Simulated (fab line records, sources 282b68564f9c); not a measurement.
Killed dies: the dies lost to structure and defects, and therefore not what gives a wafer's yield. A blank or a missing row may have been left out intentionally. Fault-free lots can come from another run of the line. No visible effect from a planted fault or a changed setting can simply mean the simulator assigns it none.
fab line records	flow ritCmos
[record] lots = 5	wafers = 15	lastDay = 7
route steps=202 shown ACTIVE@1 FOX1@20 FOX2@23 M1@202
lots that met no fault: taken from a fault-free run of the same line
startH: the number of hours between the record's first day and the start of the first shown wafer of the lot	waitH: time in hours since the lot's previous step	" same as the row above	L1.1+2: a row that stands for several wafers	- no value present, or no start provided	* or withheld: withheld	< > ~ a bound
route shown NAME@n: a module of which the file shows steps, and the number in the route of the first	usual: the fault-free wafers' mean and standard deviation	same: alike in all rows	chamber/n: place in a boat	sites: readings site by site	_std_site: standard deviation across them	_edge_site: outer sites' mean less inner sites'	radiusMm: how far each site lies from the wafer's centre	mask NAME#n: copy n	behind: tool/chamber where the wafer was last shaped	hold: why the lot was held/for how many hours/how that ended	device: names the non-switching transistor (n, p or np)	end of line: the tests these same wafers got at the end of their route	for a step that has no rows: nothing shown but its recipe	killed: at the first sort, the dies lost to defects and structure; wafer yield is something else	map: shows each die of a wafer: x if killed, . if not, _ if none is there
set.NAME: the setting the step ran with; set.NAME@STEP: the setting that earlier step ran with	model.NAME: the simulator's own value behind a step, which no gauge read
lots at some steps of the route; a table a step, a row a wafer
services: from which hour (startH, from the record's first day; less than 0 if before it) a tool's chamber was out of use, for how many hours, and why
[[steps]]
[step RIT_ACTIVE_BOW_MEAS_00]
[recipe] mode = bow
[usual] INCOMING_BOW = 0/7
lot.wafer	tool	chamber	startH	waitH	INCOMING_BOW[um]
L325.3	filmMetro-02	-	45.04	-	5
L325.5	"	-	"	"	3
L325.6	"	-	"	"	-3
L327.3	filmMetro-03	-	55.04	-	0
L327.4	"	-	"	"	9
L327.6	"	-	"	"	-6
L332.1	filmMetro-02	-	80.00	-	-8
L332.2	"	-	"	"	4
L332.6	"	-	"	"	2
L333.1	filmMetro-03	-	85.00	-	-2
L333.2	"	-	"	"	-10
L333.4	"	-	"	"	3
L341.1	filmMetro-03	-	125.00	-	4
L341.3	"	-	"	"	-16
L341.5	"	-	"	"	-11
[step RIT_ACTIVE_OXIDATION_01]
[recipe] tempC = 1000	ambient = O2	targetThkA = 468	oxTimeS = 3360
[step RIT_ACTIVE_THK_MEAS_02]
[recipe] reads = SiO2_of_ACTIVE_OXIDATION_01
[usual] ACTIVE_OXIDE_THK = 47.2/0.98
lot.wafer	tool	chamber	startH	waitH	ACTIVE_OXIDE_THK[nm]
L325.3	filmMetro-03	-	47.07	0.0	48.3
L325.5	"	-	"	"	48.1
L325.6	"	-	"	"	48.7
L327.3	filmMetro-02	-	57.07	0.0	47.5
L327.4	"	-	"	"	46.3
L327.6	"	-	"	"	46.4
L332.1	filmMetro-01	-	82.05	0.0	47.7
L332.2	"	-	"	"	46.7
L332.6	"	-	"	"	48.1
L333.1	filmMetro-01	-	87.05	0.0	48.8
L333.2	"	-	"	"	47.9
L333.4	"	-	"	"	47.8
L341.1	filmMetro-03	-	128.40	0.0	46.2
L341.3	"	-	"	"	45.8
L341.5	"	-	"	"	46.5
[step RIT_ACTIVE_CVD_03]
[recipe] material = Si3N4	targetThkNm = 150	tempC = 810	precursor = SiH2Cl2/NH3	timeS = 1500	pressureMtorr = 300	sih2cl2FlowSccm = 60	nh3FlowSccm = 150
[usual] spikeTcCentreC = 812.5/1	zonePowerCentrePct = 35.3/2.3
lot.wafer	tool	chamber	startH	waitH	spikeTcCentreC	zonePowerCentrePct	model.Si3N4_of_ACTIVE_CVD_03.thkNm
L325.3	lpcvd-02	0	47.11	0.0	810.9	34.4	147.2
L325.5	"	0	"	"	813.5	33.5	147.5
L325.6	"	0	"	"	814.0	33.6	148.4
L327.3	lpcvd-01	0	57.11	0.0	811.1	35.2	149
L327.4	"	0	"	"	810.7	35.4	150
L327.6	"	0	"	"	809.9	35.5	148.2
L332.1	lpcvd-02	1	82.11	0.1	811.5	33.7	148.6
L332.2	"	1	"	"	813.5	33.4	148.5
L332.6	"	1	"	"	812.5	33.4	149.4
L333.1	lpcvd-01	0	87.11	0.1	840.6	45.5	156
L333.2	"	0	"	"	840.7	45.9	159.6
L333.4	"	0	"	"	838.8	44.4	172.3
L341.1	lpcvd-02	1	128.46	0.1	812.5	33.7	150.2
L341.3	"	1	"	"	812.5	33.3	151.6
L341.5	"	1	"	"	811.9	33.5	150.6
[step RIT_ACTIVE_THK_MEAS_04]
[recipe] reads = Si3N4_of_ACTIVE_CVD_03
[usual] ACTIVE_NITRIDE_THK = 149.4/1.4
lot.wafer	tool	chamber	startH	waitH	ACTIVE_NITRIDE_THK[nm]
L325.3	filmMetro-01	-	48.55	0.0	147.2
L325.5	"	-	"	"	147.7
L325.6	"	-	"	"	148.4
L327.3	filmMetro-02	-	58.55	0.0	149.0
L327.4	"	-	"	"	150.1
L327.6	"	-	"	"	148.3
L332.1	filmMetro-03	-	83.53	0.0	148.6
L332.2	"	-	"	"	148.6
L332.6	"	-	"	"	149.4
L333.1	filmMetro-01	-	88.53	0.0	156.1
L333.2	"	-	"	"	159.6
L333.4	"	-	"	"	172.5
L341.1	filmMetro-01	-	129.88	0.0	150.3
L341.3	"	-	"	"	151.8
L341.5	"	-	"	"	150.6
[step RIT_ACTIVE_HMDS_05]
[recipe] primeTimeS = 60	primeTempC = 140
[step RIT_ACTIVE_COAT_06]
[recipe] resist = NOVOLAK	spinRpm = 3173	resistThkNm = 1000
[step RIT_ACTIVE_SOFTBAKE_07]
[recipe] resist = NOVOLAK	tempC = 90	timeS = 60
[step RIT_ACTIVE_EXPOSE_08]
[recipe] maskId = M1	na = 0.6	sourceShape = conventional	sigmaOuter = 0.6	targetCdNm = 1400	doseMj = 225
[step RIT_ACTIVE_PEB_09]
[recipe] resist = NOVOLAK	tempC = withheld	timeS = withheld
[step RIT_ACTIVE_DEVELOP_10]
[recipe] resist = NOVOLAK	developTimeS = 50	devTempC = 23
[step RIT_ACTIVE_CD_MEAS_11]
[recipe] targetCdNm = 1400
[usual] cdNm = 1400.6/2.2
lot.wafer	tool	chamber	startH	waitH	cdNm
L325.3	cdSem-01	-	49.60	-	1398.7
L325.5	"	-	"	"	1401.0
L325.6	"	-	"	"	1400.0
L327.3	cdSem-01	-	59.48	-	1401.1
L327.4	"	-	"	"	1403.0
L327.6	"	-	"	"	1401.4
L332.1	cdSem-01	-	84.56	-	1400.7
L332.2	"	-	"	"	1401.6
L332.6	"	-	"	"	1398.9
L333.1	cdSem-02	-	89.44	-	1400.4
L333.2	"	-	"	"	1400.1
L333.4	"	-	"	"	1398.3
L341.1	cdSem-02	-	130.95	-	1399.1
L341.3	"	-	"	"	1400.5
L341.5	"	-	"	"	1400.5
[step RIT_ACTIVE_HARDBAKE_12]
[recipe] resist = NOVOLAK	tempC = 140	timeS = 60
[step RIT_ACTIVE_ETCH_13]
[recipe] stopOn = SiO2	chemistry = SF6	target = Si3N4	timeS = 210	overEtchFrac = 0.3613	SF6_flow_sccm = 200	pressureMtorr = 260	rfW = 125	targetDepthA = 2100
[usual] drypumpMotorCurrentA = 5.8/0.44	oesProductAu = 0.825/0.013	throttleValvePct = 7.52/0.1
lot.wafer	tool	chamber	startH	waitH	drypumpMotorCurrentA	oesProductAu	rfHoursCounterH	throttleValvePct	model.ACTIVE.featureDepthNm	model.etch.depthNm
L325.3	rieDiel-01	3	50.04	0.1	6.1	0.805	68	7.27	147.2	147.2
L325.5	"	2	"	"	5.4	0.834	-	7.44	147.5	147.5
L325.6	"	1	"	"	5.7	0.830	-	7.57	148.4	148.4
L327.3	rieDiel-04	3	59.71	0.1	6.1	0.827	12	7.35	149	149
L327.4	"	0	"	"	5.3	0.825	130	7.60	150	150
L327.6	"	0	"	"	5.4	0.825	-	7.57	148.2	148.2
L332.1	rieDiel-03	3	84.83	0.1	6.4	0.808	111	7.48	148.6	148.6
L332.2	"	1	"	"	5.2	0.822	99	7.62	148.5	148.5
L332.6	"	0	"	"	6.4	0.805	-	7.48	149.4	149.4
L333.1	rieDiel-03	0	89.71	0.1	6.4	0.832	2	7.49	156	156
L333.2	"	3	"	"	6.4	0.842	111	7.49	159.6	159.6
L333.4	"	1	"	"	5.2	0.898	99	7.61	172.3	172.3
L341.1	rieDiel-03	1	131.22	0.1	5.3	0.840	100	7.60	150.2	150.2
L341.3	"	2	"	"	5.3	0.853	59	7.53	151.6	151.6
L341.5	"	3	"	"	6.4	0.806	-	7.47	150.6	150.6
[step RIT_ACTIVE_STRIP_14]
[recipe] chemistry = O2	timeS = 180	resist = NOVOLAK	platenTempC = withheld	powerW = 500	pressureMtorr = 4000	o2FlowSccm = 4000
[usual] drypumpMotorCurrentA = 5.6/0.47
lot.wafer	tool	chamber	startH	waitH	drypumpMotorCurrentA	rfHoursCounterH
L325.3	plasmaAsher-04	1	50.23	0.1	5.4	-
L325.5	"	1	"	"	5.4	-
L325.6	"	0	"	"	6.1	-
L327.3	plasmaAsher-04	1	59.90	0.1	5.4	-
L327.4	"	0	"	"	6.0	-
L327.6	"	0	"	"	6.0	-
L332.1	plasmaAsher-02	0	84.97	0.1	5.2	45
L332.2	"	1	"	"	6.2	45
L332.6	"	1	"	"	6.2	-
L333.1	plasmaAsher-04	0	89.84	0.1	6.0	31
L333.2	"	1	"	"	5.4	31
L333.4	"	1	"	"	5.4	-
L341.1	plasmaAsher-02	1	131.35	0.1	6.2	1
L341.3	"	1	"	"	6.2	-
L341.5	"	1	"	"	6.2	-
[step RIT_ACTIVE_CD_MEAS_90]
[recipe] targetCdNm = 1400
[usual] cdNm = 1400.6/2.2
lot.wafer	tool	chamber	startH	waitH	cdNm
L325.3	cdSem-01	-	50.39	0.1	1398.6
L325.5	"	-	"	"	1401.5
L325.6	"	-	"	"	1400.0
L327.3	cdSem-01	-	60.54	0.6	1401.0
L327.4	"	-	"	"	1403.1
L327.6	"	-	"	"	1401.5
L332.1	cdSem-02	-	85.14	0.1	1400.8
L332.2	"	-	"	"	1401.3
L332.6	"	-	"	"	1398.7
L333.1	cdSem-01	-	90.02	0.1	1400.3
L333.2	"	-	"	"	1400.8
L333.4	"	-	"	"	1398.4
L341.1	cdSem-02	-	131.53	0.1	1399.7
L341.3	"	-	"	"	1400.2
L341.5	"	-	"	"	1400.7
[step RIT_ACTIVE_CLEAN_15]
[recipe] chemistry = SC1	mix = 3:3:50	timeS = 600	tempC = 75
[step RIT_ACTIVE_CLEAN_16]
[recipe] chemistry = dHF	dilution = 50:1	timeS = 30
[step RIT_ACTIVE_CLEAN_17]
[recipe] chemistry = SC2	mix = 3:3:50	timeS = 600	tempC = 75	dry = n2Spin
[step RIT_FOX1_OXIDATION_00]
[recipe] tempC = 1100	ambient = H2O	targetThkA = 3507	pH2oTorr = 720	oxTimeS = 1130
[step RIT_FOX1_THK_MEAS_01]
[recipe] reads = SiO2_of_FOX1_OXIDATION_00
[usual] FOX1_OXIDE_THK = 352/5.8
lot.wafer	tool	chamber	startH	waitH	FOX1_OXIDE_THK[nm]
L325.3	filmMetro-01	-	52.18	0.0	351
L325.5	"	-	"	"	354
L325.6	"	-	"	"	354
L327.3	filmMetro-02	-	62.51	0.0	352
L327.4	"	-	"	"	354
L327.6	"	-	"	"	350
L332.1	filmMetro-02	-	86.94	0.0	348
L332.2	"	-	"	"	354
L332.6	"	-	"	"	348
L333.1	filmMetro-04	-	92.26	0.0	364
L333.2	"	-	"	"	365
L333.4	"	-	"	"	365
L341.1	filmMetro-02	-	133.37	0.0	353
L341.3	"	-	"	"	350
L341.5	"	-	"	"	351
[step RIT_FOX1_WET_ETCH_02]
[recipe] chemistry = BOE	targetDepthNm = 350	timeS = 390	tempC = 21.5	dry = n2Spin	dilution = 10:1	target = SiO2
[step RIT_FOX2_OXIDATION_00]
[recipe] tempC = 1100	ambient = H2O	targetThkA = 3507	pH2oTorr = 720	oxTimeS = 1130
[step RIT_FOX2_THK_MEAS_01]
[recipe] reads = SiO2_of_FOX2_OXIDATION_00
[usual] FOX2_OXIDE_THK = 352/6.6
lot.wafer	tool	chamber	startH	waitH	FOX2_OXIDE_THK[nm]
L325.3	filmMetro-02	-	53.69	0.0	346
L325.5	"	-	"	"	344
L325.6	"	-	"	"	351
L327.3	filmMetro-03	-	64.00	0.0	351
L327.4	"	-	"	"	350
L327.6	"	-	"	"	352
L332.1	filmMetro-02	-	89.87	0.0	350
L332.2	"	-	"	"	354
L332.6	"	-	"	"	359
L333.1	filmMetro-02	-	95.32	0.0	356
L333.2	"	-	"	"	352
L333.4	"	-	"	"	356
L341.1	filmMetro-03	-	134.86	0.0	338
L341.3	"	-	"	"	343
L341.5	"	-	"	"	341
[step RIT_FOX2_CLEAN_02]
[recipe] chemistry = dHF	dilution = 50:1	timeS = 180
lot.wafer	tool	chamber	startH	waitH	model.Si3N4_of_ACTIVE_CVD_03.thkNm
L325.3	wetBench-04	2	53.73	0.0	128
L325.5	"	2	"	"	128.3
L325.6	"	2	"	"	129.2
L327.3	wetBench-01	2	64.04	0.0	129.7
L327.4	"	2	"	"	130.7
L327.6	"	2	"	"	128.9
L332.1	wetBench-04	0	89.93	0.1	129.3
L332.2	"	0	"	"	129.2
L332.6	"	0	"	"	130
L333.1	wetBench-04	0	95.38	0.1	136.8
L333.2	"	0	"	"	140.4
L333.4	"	0	"	"	153.2
L341.1	wetBench-01	1	134.92	0.1	130.9
L341.3	"	1	"	"	132.4
L341.5	"	1	"	"	131.3
[step RIT_FOX2_WET_ETCH_03]
[recipe] chemistry = H3PO4	target = Si3N4	targetDepthNm = 195	tempC = 165	timeS = 2700
[step RIT_M1_PROBE_99]
[usual] killedAtContacts = 0.1/0.36	killedAtFrontEnd = 7.2/2.9	killedDies = 7.4/2.9	killedOnRim = 2.0/1.5	killedOpen = 3.8/2	killedShort = 3.5/2
[same] grossDies = 264	killed_at_M0_to_M3 = 0	killed_at_M4_up = 0	killedAtBackSide = 0	killedAtOther = 0
lot.wafer	tool	chamber	startH	waitH	killedAtContacts	killedAtFrontEnd	killedDies	killedOnRim	killedOpen	killedShort
L325.3	prober-01	-	94.23	0.2	1	7	8	2	3	5
L325.5	prober-01	-	94.33	0.2	0	7	7	1	7	0
L325.6	prober-01	-	94.38	0.2	0	5	5	1	3	2
L327.3	prober-01	-	102.04	0.2	0	5	5	1	2	3
L327.4	prober-01	-	102.09	0.2	0	8	8	3	6	2
L327.6	prober-01	-	102.19	0.2	0	7	7	0	5	2
L332.1	prober-01	-	128.75	0.1	0	8	8	2	2	6
L332.2	prober-01	-	128.80	0.1	0	12	12	5	7	4
L332.6	prober-01	-	129.00	0.2	0	5	5	0	2	3
L341.1	prober-02	-	172.25	0.1	0	12	12	1	6	6
L341.3	prober-02	-	172.35	0.2	0	7	7	0	2	5
L341.5	prober-02	-	172.45	0.2	0	8	8	1	4	4
// killed by level:class
L325.3 SPACER:geometricParticle:short=2 ACTIVE:geometricParticle:short=1 GATE:geometricParticle:short=1 REOX:geometricParticle:open=1 REOX:geometricParticle:short=1 SPACER:geometricParticle:open=1 CONTACT:geometricParticle:open=1
L325.5 GATE:geometricParticle:open=4 REOX:geometricParticle:open=2 FOX1:geometricParticle:open=1
L325.6 GATE:geometricParticle:short=2 SPACER:geometricParticle:open=2 GATE:geometricParticle:open=1
L327.3 REOX:geometricParticle:short=2 FOX1:geometricParticle:open=1 GATE:geometricParticle:short=1 REOX:geometricParticle:open=1
L327.4 GATE:geometricParticle:open=4 FOX1:geometricParticle:open=2 GATE:geometricParticle:short=1 REOX:geometricParticle:short=1
L327.6 GATE:geometricParticle:open=2 GATE:geometricParticle:short=1 REOX:geometricParticle:short=1 REOX:geometricParticle:open=1 SPACER:geometricParticle:open=1 SILICIDE:geometricParticle:open=1
L332.1 REOX:geometricParticle:short=3 REOX:geometricParticle:open=2 GATE:geometricParticle:short=1 SPACER:geometricParticle:short=1 SILICIDE:geometricParticle:short=1
L332.2 SPACER:geometricParticle:open=3 GATE:geometricParticle:open=2 REOX:geometricParticle:open=2 REOX:geometricParticle:short=2 SPACER:geometricParticle:short=1 SILICIDE:geometricParticle:short=1 NRETRO:coatMicrobubblePrinted=1
L332.6 REOX:geometricParticle:short=2 GATE:geometricParticle:open=1 REOX:geometricParticle:open=1 SPACER:geometricParticle:short=1
L341.1 FOX1:geometricParticle:open=4 FOX1:geometricParticle:short=2 GATE:geometricParticle:short=2 FOX2:geometricParticle:short=1 GATE:geometricParticle:open=1 SILICIDE:geometricParticle:short=1 SILICIDE:geometricParticle:open=1
L341.3 FOX1:geometricParticle:short=2 REOX:geometricParticle:short=2 FOX1:geometricParticle:open=1 GATE:geometricParticle:short=1 GATE:geometricParticle:open=1
L341.5 GATE:geometricParticle:open=2 GATE:geometricParticle:short=2 SILICIDE:geometricParticle:short=2 FOX2:geometricParticle:open=1 SILICIDE:geometricParticle:open=1
[[services]]
tool	chamber	startH	hours	kind
rieDiel-01	-	45.93	3.2	repair
plasmaAsher-04	-	46.32	3.4	repair
rieDiel-03	0	56.94	8.8	repair
rieDiel-04	2	63.13	7.9	repair
rieDiel-04	1	89.77	16.7	repair
rieDiel-01	2	101.06	17.1	repair
plasmaAsher-02	-	107.56	3.9	repair
plasmaAsher-04	-	108.75	1.5	repair
plasmaAsher-02	-	111.42	9.0	pm
plasmaAsher-02	0	111.42	9.0	ventCycle
plasmaAsher-02	1	111.42	9.0	ventCycle
plasmaAsher-02	0	120.42	-	clean
plasmaAsher-02	1	120.42	-	clean
rieDiel-04	3	126.35	2.8	repair
[[key]]
[firstSign] step = RIT_ACTIVE_CVD_03	reading = spikeTcCentreC	direction = up	sigmas = 26	usual = 812.5	struck = 840.0
[effect] step = RIT_ACTIVE_CVD_03	reading = zonePowerCentrePct	direction = up	sigmas = 4.4	usual = 35.3	struck = 45.3
[effect] step = RIT_ACTIVE_THK_MEAS_04	reading = ACTIVE_NITRIDE_THK	direction = up	sigmas = 9.4	usual = 149.4	struck = 162.8
[effect] step = RIT_ACTIVE_ETCH_13	reading = oesProductAu	direction = up	sigmas = 2.5	usual = 0.825	struck = 0.858	wafersMoved = 2
[modelEffect] step = RIT_ACTIVE_CVD_03	value = Si3N4_of_ACTIVE_CVD_03.thkNm	without = 149.6	struck = 162.7
[modelEffect] step = RIT_ACTIVE_ETCH_13	value = ACTIVE.featureDepthNm	without = 149.6	struck = 162.7
[modelEffect] step = RIT_FOX2_CLEAN_02	value = Si3N4_of_ACTIVE_CVD_03.thkNm	without = 130.4	struck = 143.5
metAt RIT_ACTIVE_CVD_03
struckWafers L333.1,L333.2,L333.4
testerLeftOut L333
onsetBetween 57.11 87.11
[fault] kind = processParameterDrift	tool = lpcvd-01	chamber = 0	onsetH = 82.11	steps = RIT_ACTIVE_CVD_03	channel = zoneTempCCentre	offset = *	shape = step	endH = 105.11
// testerLeftOut: of these lots the tester's yield and bins aren't shown, on N5 and GAA mostly nor the transistor test; their killed dies are dies lost to structure and defects alone, not to doping, threshold or leakage, so they don't give the yield
